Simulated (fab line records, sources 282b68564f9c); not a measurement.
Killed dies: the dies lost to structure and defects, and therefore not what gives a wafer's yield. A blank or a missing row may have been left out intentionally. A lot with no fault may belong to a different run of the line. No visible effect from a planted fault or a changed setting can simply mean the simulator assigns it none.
fab line records + flow ritCmos
record:
- lots: 14
- wafers: 42
- lastDay: 7
route steps=202 shown CONTACT@168
lots that met no fault: from a run of the same line without faults
startH: the number of hours between the record's first day and the start of the first shown wafer of the lot + waitH: hours since the lot's step before + " the same as in the row above + L1.1+2: several wafers, shown together as one row + - value missing, or start not given + * or withheld: withheld + < > ~ a bound
route shown NAME@n: NAME is a module with steps in the file, n the number in the route of the first one + usual: mean and standard deviation over wafers with no fault + same: alike in all rows + chamber/n: place in a boat + sites: the reading at each site + _std_site: standard deviation of those values + _edge_site: mean of outer sites minus mean of inner sites + radiusMm: for every site, how far away it sits from the centre of the wafer + mask NAME#n: copy n + behind: the tool/chamber that last shaped the wafer + hold: why the lot went on hold/how many hours it stayed there/how the hold came to an end + device: which transistor (n, p or np) failed to switch + end of line: tests run on the same wafers once the route is complete + step lacking rows: just its recipe + killed: not the wafer's yield, but the dies lost to structure and defects at the first sort + map: a wafer's dies, marking killed ones x, the rest . and places with no die _
set.NAME: the setting the step ran with; set.NAME@STEP: the setting that earlier step ran with + model.NAME: the simulator's own value behind a step, which no gauge read
one table for each step of the route and one row for each wafer, over a sample of lots
services: a tool's chamber out of use, with start hour (startH, from the record's first day; less than 0 if before it), hours out, and reason
== steps ==
step: RIT_CONTACT_CVD_00
recipe:
- material: SiO2
- targetThkNm: 400
- precursor: TEOS
- tempC: 390
- timeS: 61
- rfW: 400
usual:
- heaterPowerW: 311/48
- runLengthS: 89.0/0.61
| lot.wafer | tool     | chamber | startH | waitH | heaterPowerW | runLengthS |
|-----------|----------|---------|--------|-------|--------------|------------|
| L394.1    | pecvd-02 | 2       | 54.87  | 0.1   | 253          | 88.8       |
| L394.3    | "        | 1       | "      | "     | 246          | 89.5       |
| L394.6    | "        | 0       | "      | "     | 348          | 89.0       |
| L397.1    | pecvd-02 | 1       | 69.65  | 0.1   | 206          | 89.2       |
| L397.3    | "        | 2       | "      | "     | 261          | 88.6       |
| L397.4    | "        | 2       | "      | "     | 274          | 88.5       |
| L398.1    | pecvd-01 | 2       | 73.43  | 0.1   | 319          | 89.9       |
| L398.4    | "        | 2       | "      | "     | 329          | 89.7       |
| L398.5    | "        | 0       | "      | "     | 333          | 88.9       |
| L399.1    | pecvd-04 | 1       | 77.55  | 0.1   | 316          | 88.4       |
| L399.4    | "        | 2       | "      | "     | 327          | 89.5       |
| L399.5    | "        | 0       | "      | "     | 420          | 89.1       |
| L401.1    | pecvd-01 | 1       | 86.12  | 0.1   | 334          | 88.0       |
| L401.4    | "        | 0       | "      | "     | 310          | 88.3       |
| L401.5    | "        | 1       | "      | "     | 346          | 87.8       |
| L402.3    | pecvd-04 | 1       | 94.95  | 0.0   | 282          | 88.6       |
| L402.4    | "        | 1       | "      | "     | 301          | 88.6       |
| L402.6    | "        | 2       | "      | "     | 346          | 90.1       |
| L403.1    | pecvd-02 | 1       | 102.58 | 0.1   | 241          | 89.1       |
| L403.2    | "        | 0       | "      | "     | 294          | 88.9       |
| L403.4    | "        | 0       | "      | "     | 297          | 88.9       |
| L404.2    | pecvd-01 | 2       | 105.61 | 0.0   | 257          | 90.0       |
| L404.3    | "        | 0       | "      | "     | 281          | 88.3       |
| L404.6    | "        | 1       | "      | "     | 261          | 87.7       |
| L405.2    | pecvd-04 | 1       | 107.73 | 0.0   | 299          | 88.5       |
| L405.3    | "        | 2       | "      | "     | 320          | 89.8       |
| L405.5    | "        | 1       | "      | "     | 316          | 88.9       |
| L406.1    | pecvd-02 | 2       | 115.30 | 0.1   | 284          | 88.7       |
| L406.4    | "        | 0       | "      | "     | 306          | 89.0       |
| L406.6    | "        | 1       | "      | "     | 240          | 88.8       |
| L407.4    | pecvd-01 | 0       | 119.23 | 0.0   | 343          | 88.7       |
| L407.5    | "        | 1       | "      | "     | 336          | 87.6       |
| L407.6    | "        | 2       | "      | "     | 329          | 89.8       |
| L414.1    | pecvd-02 | 1       | 155.71 | 0.1   | 235          | 89.3       |
| L414.3    | "        | 0       | "      | "     | 322          | 88.9       |
| L414.6    | "        | 0       | "      | "     | 337          | 89.3       |
| L415.1    | pecvd-04 | 0       | 157.28 | 0.1   | 440          | 84.6       |
| L415.4    | "        | 1       | "      | "     | 354          | 84.4       |
| L415.6    | "        | 2       | "      | "     | 353          | 85.2       |
| L417.2    | pecvd-04 | 0       | 171.94 | 0.0   | 366          | 84.5       |
| L417.3    | "        | 1       | "      | "     | 350          | 84.0       |
| L417.6    | "        | 2       | "      | "     | 329          | 85.2       |
step: RIT_CONTACT_THK_MEAS_01
recipe:
- reads: SiO2_of_CONTACT_CVD_00
usual:
- CONTACT_TEOS_THK: 400/5.1
| lot.wafer | tool         | chamber | startH | waitH | CONTACT_TEOS_THK[nm] |
|-----------|--------------|---------|--------|-------|----------------------|
| L394.1    | filmMetro-01 | -       | 54.92  | 0.0   | 405                  |
| L394.3    | "            | -       | "      | "     | 402                  |
| L394.6    | "            | -       | "      | "     | 406                  |
| L397.1    | filmMetro-01 | -       | 69.70  | 0.0   | 398                  |
| L397.3    | "            | -       | "      | "     | 401                  |
| L397.4    | "            | -       | "      | "     | 403                  |
| L398.1    | filmMetro-03 | -       | 73.48  | 0.0   | 398                  |
| L398.4    | "            | -       | "      | "     | 409                  |
| L398.5    | "            | -       | "      | "     | 412                  |
| L399.1    | filmMetro-03 | -       | 77.60  | 0.0   | 398                  |
| L399.4    | "            | -       | "      | "     | 408                  |
| L399.5    | "            | -       | "      | "     | 400                  |
| L401.1    | filmMetro-01 | -       | 86.17  | 0.0   | 399                  |
| L401.4    | "            | -       | "      | "     | 397                  |
| L401.5    | "            | -       | "      | "     | 400                  |
| L402.3    | filmMetro-01 | -       | 95.02  | 0.0   | 392                  |
| L402.4    | "            | -       | "      | "     | 403                  |
| L402.6    | "            | -       | "      | "     | 404                  |
| L403.1    | filmMetro-04 | -       | 102.63 | 0.0   | 396                  |
| L403.2    | "            | -       | "      | "     | 395                  |
| L403.4    | "            | -       | "      | "     | 407                  |
| L404.2    | filmMetro-04 | -       | 105.67 | 0.0   | 393                  |
| L404.3    | "            | -       | "      | "     | 400                  |
| L404.6    | "            | -       | "      | "     | 402                  |
| L405.2    | filmMetro-03 | -       | 107.79 | 0.0   | 398                  |
| L405.3    | "            | -       | "      | "     | 402                  |
| L405.5    | "            | -       | "      | "     | 406                  |
| L406.1    | filmMetro-01 | -       | 115.35 | 0.0   | 396                  |
| L406.4    | "            | -       | "      | "     | 402                  |
| L406.6    | "            | -       | "      | "     | 402                  |
| L407.4    | filmMetro-03 | -       | 119.28 | 0.0   | 408                  |
| L407.5    | "            | -       | "      | "     | 405                  |
| L407.6    | "            | -       | "      | "     | 404                  |
| L414.1    | filmMetro-04 | -       | 155.76 | 0.0   | 393                  |
| L414.3    | "            | -       | "      | "     | 392                  |
| L414.6    | "            | -       | "      | "     | 397                  |
| L415.1    | filmMetro-01 | -       | 157.33 | 0.0   | 369                  |
| L415.4    | "            | -       | "      | "     | 370                  |
| L415.6    | "            | -       | "      | "     | 384                  |
| L417.2    | filmMetro-01 | -       | 172.01 | 0.0   | 366                  |
| L417.3    | "            | -       | "      | "     | 371                  |
| L417.6    | "            | -       | "      | "     | 381                  |
== services ==
| tool     | chamber | startH | hours | kind        |
|----------|---------|--------|-------|-------------|
| pecvd-04 | 1       | 34.29  | 10.7  | repair      |
| pecvd-01 | -       | 64.43  | 0.2   | repair      |
| pecvd-04 | -       | 70.04  | 2.8   | pm          |
| pecvd-02 | -       | 77.84  | 0.8   | pm          |
| pecvd-04 | -       | 91.65  | 0.8   | pm          |
| pecvd-04 | 2       | 112.22 | -     | calibration |
| pecvd-02 | 1       | 135.69 | 2.2   | repair      |
== key ==
firstSign:
- step: RIT_CONTACT_CVD_00
- reading: runLengthS
- direction: down
- sigmas: 7.1
- usual: *
- struck: *
effect:
- step: RIT_CONTACT_THK_MEAS_01
- reading: CONTACT_TEOS_THK
- direction: down
- sigmas: 5.2
- usual: 400
- struck: 373
metAt RIT_CONTACT_CVD_00
struckLots L415,L417
testerLeftOut L415,L417
onsetBetween 107.73 157.28
fault:
- kind: processParameterDrift
- tool: pecvd-04
- chamber: -
- onsetH: 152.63
- steps: RIT_CONTACT_CVD_00
- channel: timeS
- offset: *
- shape: step
- endH: 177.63
- stated: *
testerLeftOut: of these lots the tester's yield and bins aren't shown, on N5 and GAA mostly nor the transistor test; their killed dies are dies lost to structure and defects alone, not to doping, threshold or leakage, so they don't give the yield
